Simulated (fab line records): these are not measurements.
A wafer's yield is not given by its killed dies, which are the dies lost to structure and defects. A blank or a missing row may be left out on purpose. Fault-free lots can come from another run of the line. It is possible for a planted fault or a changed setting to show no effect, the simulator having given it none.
Chamber matching ; flow berkeley cmos170 ; UCB170_V2_CMP_02 on cmp-01 has 4 sister chambers
The step polishes SiO2. 4 wafers are shown with their chamber, then 7 later ones without.

## WAFERS PAIRED WITH THEIR CHAMBERS
wafer;chamber;motor current A (A)
L353.1;3;16.4
L353.5;2;17.7
L369.3;1;16.1
L369.4;0;16.3

## WAFERS MISSING THEIR CHAMBER
wafer;motor current A (A)
L369.6;16.1
L368.1;15.9
L368.3;17.2
L368.6;17.5
L370.1;16.9
L370.3;16.1
L370.5;16.0

## THE CHAMBER EACH PASSED THROUGH
wafer;from the rows above;in truth
L369.6;can't be placed: 1 or 0 or 3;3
L368.1;can't be placed: 1 or 0 or 3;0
L368.3;can't be placed: 2 or 3 or 0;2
L368.6;2;2
L370.1;can't be placed: 3 or 0 or 1 or 2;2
L370.3;can't be placed: 1 or 0 or 3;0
L370.5;can't be placed: 1 or 0 or 3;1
1 of 7 placed correctly. Not placeable from these rows: 6 (in 6, the candidates include the true chamber). Wrongly placed: 0.
How it was worked out, from the rows above alone: a wafer's distance from a chamber is the root of the sum, over the readings, of the square of ((its reading less the chamber's mean) divided by the reading's scatter). The wafer belongs to the nearest chamber; if the next one is less than 2 further off, it can't be placed. The mean given for a chamber averages the wafers shown for that chamber. The scatter: with one shown wafer a chamber, the root of the mean of the squares of how far each hidden wafer lies from its nearest shown one.
